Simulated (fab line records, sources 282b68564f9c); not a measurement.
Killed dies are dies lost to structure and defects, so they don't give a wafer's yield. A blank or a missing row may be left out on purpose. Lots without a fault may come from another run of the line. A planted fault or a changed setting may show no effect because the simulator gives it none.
Which tool did it? | flow rit_cmos | 14 lots, 42 wafers sampled, at 3 steps of a route of 202

WHAT THE GAUGES READ, wafer by wafer
RIT_SDANNEAL_RS_MEAS_06: measures by four-point-probe.
lot  | measured    | on            | PLDD_RS (ohm/sq)
L792 | day 3 09:04 | film_metro-01 | 178.6 179.0 178.7
L794 | day 4 00:03 | film_metro-01 | 178.9 179.4 179.0
L795 | day 4 07:01 | film_metro-01 | 178.5 178.5 178.6
L796 | day 4 09:02 | film_metro-04 | 178.1 178.2 178.9
L798 | day 4 14:01 | film_metro-02 | 180.1 179.9 179.9
L800 | day 5 00:37 | film_metro-04 | 179.9 178.2 179.1
L801 | day 5 07:58 | film_metro-02 | 178.0 178.1 178.2
L802 | day 5 10:25 | film_metro-02 | 178.9 178.4 178.3
L806 | day 6 05:49 | film_metro-01 | 178.3 178.0 178.5
L807 | day 6 10:41 | film_metro-04 | 179.5 179.5 178.6
L808 | day 6 13:45 | film_metro-04 | 178.8 178.6 178.5
L809 | day 6 20:33 | film_metro-01 | 178.2 178.1 178.4
L812 | day 7 12:59 | film_metro-01 | 179.3 178.4 178.3
L813 | day 7 17:34 | film_metro-01 | 178.7 178.7 178.4

RIT_CONTACT_CD_MEAS_08: target cd 1000 nm.
lot  | measured    | on        | cd_nm (nm)
L792 | day 3 11:04 | cd_sem-02 | 1006.0 1004.4 1004.5
L794 | day 4 02:01 | cd_sem-01 | 996.8 997.6 997.1
L795 | day 4 08:59 | cd_sem-01 | 1002.0 998.1 999.2
L796 | day 4 10:58 | cd_sem-01 | 1001.5 1002.5 1000.2
L798 | day 4 15:55 | cd_sem-01 | 994.5 997.1 994.9
L800 | day 5 02:29 | cd_sem-01 | 1000.2 1000.3 1002.3
L801 | day 5 09:56 | cd_sem-01 | 998.6 998.6 997.9
L802 | day 5 12:32 | cd_sem-01 | 999.3 997.7 1000.6
L806 | day 6 07:47 | cd_sem-02 | 1003.6 1003.5 1004.0
L807 | day 6 12:32 | cd_sem-02 | 1001.0 1000.2 999.2
L808 | day 6 15:35 | cd_sem-02 | 998.2 1001.5 998.6
L809 | day 6 22:23 | cd_sem-02 | 996.1 998.6 999.6
L812 | day 7 14:58 | cd_sem-02 | 1002.2 1002.4 1003.2
L813 | day 7 19:24 | cd_sem-02 | 996.6 995.3 996.8

WHICH TOOL RAN EACH LOT (tool, then ch and the chambers of the sampled wafers, then the start)
lot  | RIT_PSD_COAT_01
L792 | litho_track-03 ch 0, day 3 07:06
L794 | litho_track-01 ch 0, day 3 21:47
L795 | litho_track-01 ch 0, day 4 04:55
L796 | litho_track-04 ch 0, day 4 07:05
L798 | litho_track-03 ch 0, day 4 11:58
L800 | litho_track-04 ch 0, day 4 22:32
L801 | litho_track-04 ch 0, day 5 05:39
L802 | litho_track-03 ch 0, day 5 08:20
L806 | litho_track-01 ch 0, day 6 03:43
L807 | litho_track-03 ch 0, day 6 08:46
L808 | litho_track-01 ch 0, day 6 11:40
L809 | litho_track-03 ch 0, day 6 18:35
L812 | litho_track-03 ch 0, day 7 11:03
L813 | litho_track-03 ch 0, day 7 15:37
- RIT_PSD_COAT_01: resist thk 1000 nm.

WHAT THE TOOLS THEMSELVES READ (means of the sampled wafers that have a number; where no wafer has one, the mark that the record gives instead)
RIT_PSD_COAT_01.
lot  | tool           | spin_speed_rpm (rpm)
L792 | litho_track-03 | 3251.2
L794 | litho_track-01 | 3249.0
L795 | litho_track-01 | 3248.6
L796 | litho_track-04 | 3249.2
L798 | litho_track-03 | 3248.7
L800 | litho_track-04 | 3336.0
L801 | litho_track-04 | 3334.6
L802 | litho_track-03 | 3249.1
L806 | litho_track-01 | 3252.2
L807 | litho_track-03 | 3251.3
L808 | litho_track-01 | 3251.4
L809 | litho_track-03 | 3250.3
L812 | litho_track-03 | 3251.3
L813 | litho_track-03 | 3248.3

THE ANSWER, worked out from the rows above alone
Rule: what is usual is taken from the lots themselves. Put in order of their means at a reading, lots are off if they are a third of the lots or fewer, leave a main group of 4 or more, and stand apart from it by a gap of 3 or more times the standard deviation of the main group's means; of several such gaps the widest counts. A main group whose means are all the same, to the digits that the tables above print for the reading, isn't used. A lot without any number at a reading at which 4 lots or more have one is off too. The other lots that the step has rows for count as sound. The gauges are gone through in route order, then the tools' own readings, and for those a lot's mean is taken as printed above. The first step at which some lot is off is used, and at that step the reading that is off furthest; a lot without a number counts as furthest.
Off: L800, L801, at RIT_PSD_COAT_01 (spin_speed_rpm). The main group: mean 3250.1 rpm, standard deviation 1.3.
A tool fits if, at that step or a process step before it, it ran every lot that is off, and no sound lot after the first of them. One fits: litho_track-04 at RIT_PSD_COAT_01. Its last sound lot is L796 (day 4 07:05), its first lot that is off L800 (day 4 22:32): a fault that began between those two fits.
The tool's own readings at RIT_PSD_COAT_01 bear it out: on the lots that are off they differ by more than 5 times the standard deviation of the sound lots' means. spin_speed_rpm reads 3335.3 rpm there against 3250.1 rpm on the sound lots.

WHAT THE SIMULATOR HAD PUT IN
Process parameter drift: litho_track-04, from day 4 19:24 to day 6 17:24, at RIT_PSD_COAT_01. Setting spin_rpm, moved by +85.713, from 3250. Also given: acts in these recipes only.
Lots struck among those shown: L800, L801. The rule above found the same.
